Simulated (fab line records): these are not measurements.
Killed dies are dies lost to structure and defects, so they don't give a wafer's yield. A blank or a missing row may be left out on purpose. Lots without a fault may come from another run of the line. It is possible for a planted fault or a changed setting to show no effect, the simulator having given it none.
The tool behind it: which one? / flow berkeley_cmos170 / 15 lots with 45 wafers sampled at 3 steps, on a route of 331 steps

== WHAT EACH GAUGE READ, for each wafer ==
UCB170_ACTIVE_CD_MEAS_13 targets a cd of 1200 nm.
lot=L815; measured=day 3 22:53; on=cd_sem-02; cd_nm (nm)=1198.4 1197.3 1198.4
lot=L816; measured=day 4 09:35; on=cd_sem-02; cd_nm (nm)=1200.3 1199.1 1200.3
lot=L817; measured=day 4 09:21; on=cd_sem-02; cd_nm (nm)=1199.7 1199.5 1199.1
lot=L818; measured=day 4 16:51; on=cd_sem-01; cd_nm (nm)=1201.2 1200.7 1201.2
lot=L819; measured=day 5 00:12; on=cd_sem-01; cd_nm (nm)=1201.8 1202.2 1202.4
lot=L821; measured=day 5 06:23; on=cd_sem-02; cd_nm (nm)=1199.9 1201.0 1200.3
lot=L820; measured=day 5 05:40; on=cd_sem-01; cd_nm (nm)=1200.6 1200.0 1199.1
lot=L823; measured=day 5 18:11; on=cd_sem-01; cd_nm (nm)=1199.5 1200.3 1199.5
lot=L822; measured=day 5 17:56; on=cd_sem-02; cd_nm (nm)=1199.8 1198.9 1198.9
lot=L824; measured=day 5 18:01; on=cd_sem-01; cd_nm (nm)=1197.2 1198.3 1197.7
lot=L827; measured=day 6 21:22; on=cd_sem-01; cd_nm (nm)=1199.9 1200.0 1200.3
lot=L828; measured=day 6 21:34; on=cd_sem-02; cd_nm (nm)=1200.2 1200.2 1199.0
lot=L829; measured=day 7 01:20; on=cd_sem-01; cd_nm (nm)=1199.4 1198.9 1197.9
lot=L836; measured=day 8 07:47; on=cd_sem-01; cd_nm (nm)=1200.2 1202.4 1200.9
lot=L838; measured=day 8 22:26; on=cd_sem-02; cd_nm (nm)=1197.9 1200.0 1199.4

UCB170_GATE_THK_MEAS_02.
lot=L815; measured=day 5 09:39; on=film_metro-02; GATE_OXIDE_THK (nm)=6.52 6.57 6.55
lot=L816; measured=day 5 20:08; on=film_metro-01; GATE_OXIDE_THK (nm)=6.69 6.79 6.75
lot=L817; measured=day 5 20:08; on=film_metro-03; GATE_OXIDE_THK (nm)=6.66 6.75 6.76
lot=L818; measured=day 6 08:25; on=film_metro-03; GATE_OXIDE_THK (nm)=6.65 6.60 6.48
lot=L819; measured=day 6 14:01; on=film_metro-01; GATE_OXIDE_THK (nm)=6.79 6.96 6.82
lot=L821; measured=day 6 22:30; on=film_metro-01; GATE_OXIDE_THK (nm)=6.64 6.56 6.54
lot=L820; measured=day 6 22:31; on=film_metro-02; GATE_OXIDE_THK (nm)=6.62 6.70 6.60
lot=L823; measured=day 7 04:34; on=film_metro-01; GATE_OXIDE_THK (nm)=6.99 6.89 6.93
lot=L822; measured=day 7 04:35; on=film_metro-03; GATE_OXIDE_THK (nm)=6.80 6.94 6.93
lot=L824; measured=day 7 11:06; on=film_metro-01; GATE_OXIDE_THK (nm)=6.72 6.84 6.62
lot=L827; measured=day 8 12:05; on=film_metro-01; GATE_OXIDE_THK (nm)=6.58 6.46 6.60
lot=L828; measured=day 8 12:04; on=film_metro-03; GATE_OXIDE_THK (nm)=6.51 6.45 6.50
lot=L829; measured=day 8 20:59; on=film_metro-01; GATE_OXIDE_THK (nm)=6.53 6.60 6.58
lot=L836; measured=day 9 23:06; on=film_metro-01; GATE_OXIDE_THK (nm)=6.59 6.46 6.45
lot=L838; measured=day 10 14:24; on=film_metro-03; GATE_OXIDE_THK (nm)=6.77 6.71 6.82

== WHICH TOOL RAN EACH LOT (tool, then ch and the chambers of the sampled wafers, then the start) ==
lot=L815; UCB170_PWELL_SOFTBAKE_09=litho_track-03 ch 0, day 2 22:02
lot=L816; UCB170_PWELL_SOFTBAKE_09=litho_track-03 ch 0, day 3 06:13
lot=L817; UCB170_PWELL_SOFTBAKE_09=litho_track-01 ch 0, day 3 08:10
lot=L818; UCB170_PWELL_SOFTBAKE_09=litho_track-02 ch 0, day 3 16:02
lot=L819; UCB170_PWELL_SOFTBAKE_09=litho_track-03 ch 0, day 3 19:22
lot=L821; UCB170_PWELL_SOFTBAKE_09=litho_track-02 ch 0, day 4 00:44
lot=L820; UCB170_PWELL_SOFTBAKE_09=litho_track-03 ch 0, day 4 00:52
lot=L823; UCB170_PWELL_SOFTBAKE_09=litho_track-02 ch 0, day 4 15:14
lot=L822; UCB170_PWELL_SOFTBAKE_09=litho_track-01 ch 0, day 4 15:16
lot=L824; UCB170_PWELL_SOFTBAKE_09=litho_track-03 ch 0, day 4 15:32
lot=L827; UCB170_PWELL_SOFTBAKE_09=litho_track-02 ch 0, day 5 09:04
lot=L828; UCB170_PWELL_SOFTBAKE_09=litho_track-02 ch 0, day 5 19:14
lot=L829; UCB170_PWELL_SOFTBAKE_09=litho_track-02 ch 0, day 5 23:48
lot=L836; UCB170_PWELL_SOFTBAKE_09=litho_track-01 ch 0, day 7 04:27
lot=L838; UCB170_PWELL_SOFTBAKE_09=litho_track-01 ch 0, day 7 14:14
- UCB170_PWELL_SOFTBAKE_09: time 60 s.

== AS READ BY THE TOOLS THEMSELVES (means over the sampled wafers that have a number; for cases with no such wafer, the mark the record gives instead) ==
UCB170_PWELL_SOFTBAKE_09.
lot=L815; tool=litho_track-03; chill_plate_temp_C (C)=23.06; heater_power_total_W (W)=56.80; plate_temp_C (C)=130.28
lot=L816; tool=litho_track-03; chill_plate_temp_C (C)=23.14; heater_power_total_W (W)=56.80; plate_temp_C (C)=130.03
lot=L817; tool=litho_track-01; chill_plate_temp_C (C)=22.99; heater_power_total_W (W)=56.77; plate_temp_C (C)=130.18
lot=L818; tool=litho_track-02; chill_plate_temp_C (C)=22.88; heater_power_total_W (W)=56.82; plate_temp_C (C)=129.84
lot=L819; tool=litho_track-03; chill_plate_temp_C (C)=23.01; heater_power_total_W (W)=56.81; plate_temp_C (C)=129.79
lot=L821; tool=litho_track-02; chill_plate_temp_C (C)=23.07; heater_power_total_W (W)=56.78; plate_temp_C (C)=130.06
lot=L820; tool=litho_track-03; chill_plate_temp_C (C)=23.10; heater_power_total_W (W)=56.80; plate_temp_C (C)=129.93
lot=L823; tool=litho_track-02; chill_plate_temp_C (C)=22.95; heater_power_total_W (W)=56.74; plate_temp_C (C)=129.86
lot=L822; tool=litho_track-01; chill_plate_temp_C (C)=23.01; heater_power_total_W (W)=56.79; plate_temp_C (C)=130.09
lot=L824; tool=litho_track-03; chill_plate_temp_C (C)=22.99; heater_power_total_W (W)=56.83; plate_temp_C (C)=130.01
lot=L827; tool=litho_track-02; chill_plate_temp_C (C)=22.89; heater_power_total_W (W)=58.48; plate_temp_C (C)=132.94
lot=L828; tool=litho_track-02; chill_plate_temp_C (C)=23.10; heater_power_total_W (W)=58.43; plate_temp_C (C)=132.98
lot=L829; tool=litho_track-02; chill_plate_temp_C (C)=22.89; heater_power_total_W (W)=58.51; plate_temp_C (C)=132.93
lot=L836; tool=litho_track-01; chill_plate_temp_C (C)=22.93; heater_power_total_W (W)=56.81; plate_temp_C (C)=129.92
lot=L838; tool=litho_track-01; chill_plate_temp_C (C)=23.06; heater_power_total_W (W)=56.83; plate_temp_C (C)=129.92

== THE ANSWER, worked out from the rows above alone ==
Rule: what is usual is taken from the lots themselves. Put in order of their means at a reading, lots are off if they are a third of the lots or fewer, leave a main group of 4 or more, and stand apart from it by a gap of 3 or more times the standard deviation of the main group's means; of several such gaps the widest counts. If all means in a main group match to the digits the tables above print for the reading, that group is not used. A lot without any number at a reading at which 4 lots or more have one is off too. All remaining lots with rows at the step are treated as sound. First the gauges in route order, then the tools' own readings, where a lot's mean is used as printed above. The first step at which some lot is off is used, and at that step the reading that is off furthest; a lot without a number counts as furthest.
Off, at UCB170_PWELL_SOFTBAKE_09 on heater_power_total_W: L827, L828, L829. Main group: mean 56.80 W, sd 0.025.
A tool fits if, at that step or a process step before it, it ran every lot that is off, and no sound lot after the first of them. One candidate fits, namely litho_track-02 at UCB170_PWELL_SOFTBAKE_09. A fault onset in the window from L823 (day 4 15:14, its last sound lot) to L827 (day 5 09:04, its first lot off) fits.
The tool's own readings at UCB170_PWELL_SOFTBAKE_09 bear it out: on the lots that are off they differ by more than 5 times the standard deviation of the sound lots' means. heater_power_total_W reads 58.47 W there against 56.80 W on the sound lots; plate_temp_C reads 132.95 C there against 129.99 C on the sound lots.

== WHAT THE SIMULATOR PUT IN ==
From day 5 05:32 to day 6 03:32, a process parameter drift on litho_track-02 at UCB170_PWELL_SOFTBAKE_09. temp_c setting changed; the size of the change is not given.
Lots struck among those shown: L827, L828, L829. Same finding as the rule above.
